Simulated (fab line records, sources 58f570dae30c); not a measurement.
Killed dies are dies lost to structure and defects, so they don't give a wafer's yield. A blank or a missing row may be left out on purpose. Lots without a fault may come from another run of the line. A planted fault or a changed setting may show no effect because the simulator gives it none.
Problem report in the 8D (eight disciplines) form, filled by code | flow berkeley_cmos170 | the parts of the form that need people (team, actions taken, sign-off) are left out

1. THE PROBLEM
V1_TEOS_THK at UCB170_V1_THK_MEAS_01 reads a mean of 1689 nm on 6 wafers of 2 lots; wafers without a fault read 1987 nm with a standard deviation of 27. That is -11 standard deviations from the usual mean.
First seen on wafer L485.2, day 10 07:45, on film_metro-03. The record holds 42 wafers of 14 lots with a number at this step. Rule for "out", or "out of limits": more than 4 standard deviations from the usual mean. The other wafers with a number count as sound.

2. WHAT IT IS AND WHAT IT IS NOT
question                    | is                     | is not
which readings at this step | V1_TEOS_THK            | -
which lots                  | L485, L486             | L470, L471, L472, L473, L474, L475, L477, L478, L488, L490, L492, L493
which wafers of those lots  | all that have a number | -
read on which gauges        | film_metro-03          | film_metro-01, film_metro-04
when                        | from day 10 07:45      | up to then (24 sound wafers); but 12 sound wafers of L488, L490, L492, L493 came after

3. SUSPECTS, AND WHAT RULES EACH OUT
Counting: a tool at a process step up to the reading stays a suspect if it ran every lot that is out and no sound lot after the first of them.
- the gauge at UCB170_V1_THK_MEAS_01: ruled out. All the wafers that are out were read on film_metro-03, but those of them that UCB170_V1_CVD_00 has rows for are out there too, on other tools.
- pecvd-02 at UCB170_V1_CVD_00 (deposits SiO2 from TEOS/O2, target thk 2000 nm, time 250 s): kept. It ran every lot that is out, first L485 (day 10 07:35), and no sound lot after that; its last sound lot up to then is L475 (day 9 00:32). Its own readings are out on those wafers: rf_fwd_power_W.
Left after counting: pecvd-02 at UCB170_V1_CVD_00.

4. THE CAUSE (what the simulator had put in)
Process parameter drift: pecvd-02, from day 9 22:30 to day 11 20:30, at UCB170_V1_CVD_00. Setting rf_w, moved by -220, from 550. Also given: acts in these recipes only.
Counting left only this tool.

5. THE CHAIN OF EFFECTS, in route order
Each row: a reading whose mean over the struck wafers that have a number lies more than 3 standard deviations from the usual. Only readings for which the record gives a usual standard deviation are gone through. hours: the time from each lot's start at the first step in this table that gives one to its start at this step, as a median over the lots. sigmas: the change in usual standard deviations.
hours | step                  | reading        | usual   | on struck wafers | change | sigmas
0     | UCB170_V1_CVD_00      | rf_fwd_power_W | 548.2 W | 327.8            | -220.5 | -99 or more
0     | UCB170_V1_THK_MEAS_01 | V1_TEOS_THK    | 1987 nm | 1689             | -298   | -11
The process steps in it:
- UCB170_V1_CVD_00: deposits SiO2 from TEOS/O2, target thk 2000 nm, time 250 s.

6. WHAT WOULD HAVE CAUGHT IT SOONER
In this record the first reading out of limits at a measuring or inspecting step was taken at day 10 07:45, 9 hours after the fault began at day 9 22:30.
The tool's own readings at UCB170_V1_CVD_00 were out on every struck wafer that the step has a row for (rf_fwd_power_W): an alarm limit on them would have fired on the first of those.
Of the lots that are out (2), L486 began UCB170_V1_CVD_00 on pecvd-02 after day 10 07:45. A hold on the tool at that time would have spared it.
